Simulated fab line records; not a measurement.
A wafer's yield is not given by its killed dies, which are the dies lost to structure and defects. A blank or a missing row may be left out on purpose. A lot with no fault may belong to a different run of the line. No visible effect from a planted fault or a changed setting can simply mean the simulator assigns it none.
A lot that was struck, set against a sound lot + flow rit_cmos + 43 out of 202 route steps
Sound: the wafers L333.1, L333.3, L333.4. Wafers L353.1, L353.2, L353.3 were the ones struck. The cause is named last.
Per side, at each step with rows, come the tool, then ch with its chambers, and then its first start. Under that, the readings that differ: sound wafers + struck wafers + difference of the means + sigmas: that difference in standard deviations of wafers without a fault.
alike: same words and numbers on both sides, and readings whose means sit less than 2 such deviations apart. not compared: any withheld reading, any reading some wafer has no value for, any bound like >300 that may hide the same value, and any number with overlapping values for which the record gives no deviation.
The two part at a step that has a row with sigmas, a row that says differs or no value, or rows on one side only. When numbers do not overlap yet have no deviation, they are printed without sigmas and do not part them. A reading that every wafer of one side lacks parts them only if that side has two wafers or more.

first, 2 steps without rows for these wafers: RIT_NLDD_HARDBAKE_07 (time 60 s); RIT_NLDD_IMPLANT_08.
RIT_NLDD_STRIP_09: strips in O2, time 180 s.
  sound on plasma_asher-04 ch 0,1, day 2 23:35; struck on plasma_asher-04 ch 0,1, day 7 03:38
  alike: drypump_motor_current_A, o2_flow_sccm
  not compared: rf_hours_counter_h
RIT_NLDD_TW_MEAS_10:
  sound on film_metro-02, day 2 23:46; struck on film_metro-02, day 7 03:49
  alike: NLDD_TW
then, 6 steps without rows for these wafers: RIT_PLDD_HMDS_00 (prime time 60 s); RIT_PLDD_COAT_01 (resist thk 1000 nm); RIT_PLDD_SOFTBAKE_02 (time 60 s); RIT_PLDD_EXPOSE_03 (exposes mask M8, target cd 40900 nm); RIT_PLDD_PEB_04; RIT_PLDD_DEVELOP_05 (develop time 50 s).
RIT_PLDD_OVL_MEAS_06:
  sound on overlay-01, day 3 00:40; struck on overlay-02, day 7 04:51
  alike: PLDD_OVL
then, 1 step without rows for these wafers: RIT_PLDD_HARDBAKE_07 (time 60 s).
RIT_PLDD_IMPLANT_08:
  sound on implanter-01 ch 0, day 3 00:52; struck on implanter-03 ch 0, day 7 05:02
| reading                          | sound                         | struck                           | difference  | sigmas      |
|----------------------------------|-------------------------------|----------------------------------|-------------|-------------|
| dose_ions_cm2                    | 8.992e+14 9.004e+14 9.008e+14 | 1.4395e+15 1.4396e+15 1.4384e+15 | +5.3903e+14 | +99 or more |
| end_station_pressure_torr (Torr) | 7.2e-06 7.4e-06 7.1e-06       | 8.9e-06 9.1e-06 8.5e-06          | +1.6e-06    | +4          |
| faraday_current_uA               | 2845 2887 2837                | 4557 4374 4499                   | +1620       | +29         |
RIT_PLDD_STRIP_09: strips in O2, time 180 s.
  sound on plasma_asher-03 ch 0,1, day 3 01:01; struck on plasma_asher-01 ch 0,1, day 7 05:11
  alike: drypump_motor_current_A, o2_flow_sccm
  not compared: rf_hours_counter_h
RIT_PLDD_TW_MEAS_10:
  sound on film_metro-03, day 3 01:11; struck on film_metro-03, day 7 05:35
| reading | sound          | struck         | difference | sigmas |
|---------|----------------|----------------|------------|--------|
| PLDD_TW | 2372 2383 2363 | 2671 2665 2671 | +296       | +19    |
  not compared: hold
then, 3 steps without rows for these wafers: RIT_SPACER_CLEAN_01 (cleans in dHF, time 30 s); RIT_SPACER_CLEAN_02 (cleans in SC2, time 600 s); RIT_SPACER_CVD_03 (deposits Si3N4 from SiH2Cl2/NH3, target thk 250 nm, time 3300 s).
RIT_SPACER_THK_MEAS_04:
  sound on film_metro-03, day 3 04:03; struck on film_metro-04, day 7 10:37
  alike: SPACER_NITRIDE_THK
RIT_SPACER_ETCHBACK_05: etches Si3N4 in SF6/CHF3, stops on SiO2, target depth 250 nm, time 240 s.
  sound on rie_diel-01 ch 0,2,3, day 3 04:07; struck on rie_diel-04 ch 1,2,3, day 7 10:41
  alike: drypump_motor_current_A, oes_product_au, rf_fwd_power_W, throttle_valve_pct
  not compared: rf_hours_counter_h
then, 2 steps without rows for these wafers: RIT_NSD_HMDS_00 (prime time 60 s); RIT_NSD_COAT_01 (resist thk 1000 nm).
RIT_NSD_SOFTBAKE_02: time 61.69 s.
  sound on litho_track-01 ch 0, day 3 04:34; struck on litho_track-04 ch 0, day 7 11:31
  alike: plate_sensor_t_centre_C, plate_sensor_t_edge_C
then, 3 steps without rows for these wafers: RIT_NSD_EXPOSE_03 (exposes mask M9, target cd 40700 nm); RIT_NSD_PEB_04; RIT_NSD_DEVELOP_05 (develop time 50 s).
RIT_NSD_OVL_MEAS_06:
  sound on overlay-01, day 3 05:14; struck on overlay-01, day 7 12:14
  alike: NSD_OVL
then, 3 steps without rows for these wafers: RIT_NSD_HARDBAKE_07 (time 60 s); RIT_NSD_IMPLANT_08; RIT_NSD_STRIP_09 (strips in O2, time 180 s).
RIT_NSD_TW_MEAS_10:
  sound on film_metro-02, day 3 05:44; struck on film_metro-02, day 7 12:45
  alike: NSD_TW
then, 6 steps without rows for these wafers: RIT_PSD_HMDS_00 (prime time 60 s); RIT_PSD_COAT_01 (resist thk 1000 nm); RIT_PSD_SOFTBAKE_02 (time 60 s); RIT_PSD_EXPOSE_03 (exposes mask M10, target cd 40900 nm); RIT_PSD_PEB_04; RIT_PSD_DEVELOP_05 (develop time 50 s).
RIT_PSD_OVL_MEAS_06:
  sound on overlay-02, day 3 06:39; struck on overlay-02, day 7 13:52
  alike: PSD_OVL
then, 2 steps without rows for these wafers: RIT_PSD_HARDBAKE_07 (time 60 s); RIT_PSD_IMPLANT_08.
RIT_PSD_STRIP_09: strips in O2, time 180 s.
  sound on plasma_asher-03 ch 0,1, day 3 06:59; struck on plasma_asher-01 ch 0,1, day 7 14:28
  alike: drypump_motor_current_A, o2_flow_sccm
  not compared: rf_hours_counter_h
RIT_SDANNEAL_RS_MEAS_06: uses a four-point probe to measure.
  sound on film_metro-03, day 3 08:06; struck on film_metro-04, day 7 15:49
| reading          | sound             | struck            | difference | sigmas |
|------------------|-------------------|-------------------|------------|--------|
| PLDD_RS (ohm/sq) | 178.2 178.8 178.3 | 155.6 155.7 155.7 | -22.8      | -46    |
  not compared: hold
RIT_M1_PROBE_99:
  sound wafers here have rows in the record (prober-01, day 3 15:44); struck ones have none

## WHERE THEY PART
First at RIT_PLDD_IMPLANT_08; last, within this record, at RIT_M1_PROBE_99.

WHY: whatever the simulator had introduced
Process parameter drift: implanter-03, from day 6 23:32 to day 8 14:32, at RIT_PLDD_IMPLANT_08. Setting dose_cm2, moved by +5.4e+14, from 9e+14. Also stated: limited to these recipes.
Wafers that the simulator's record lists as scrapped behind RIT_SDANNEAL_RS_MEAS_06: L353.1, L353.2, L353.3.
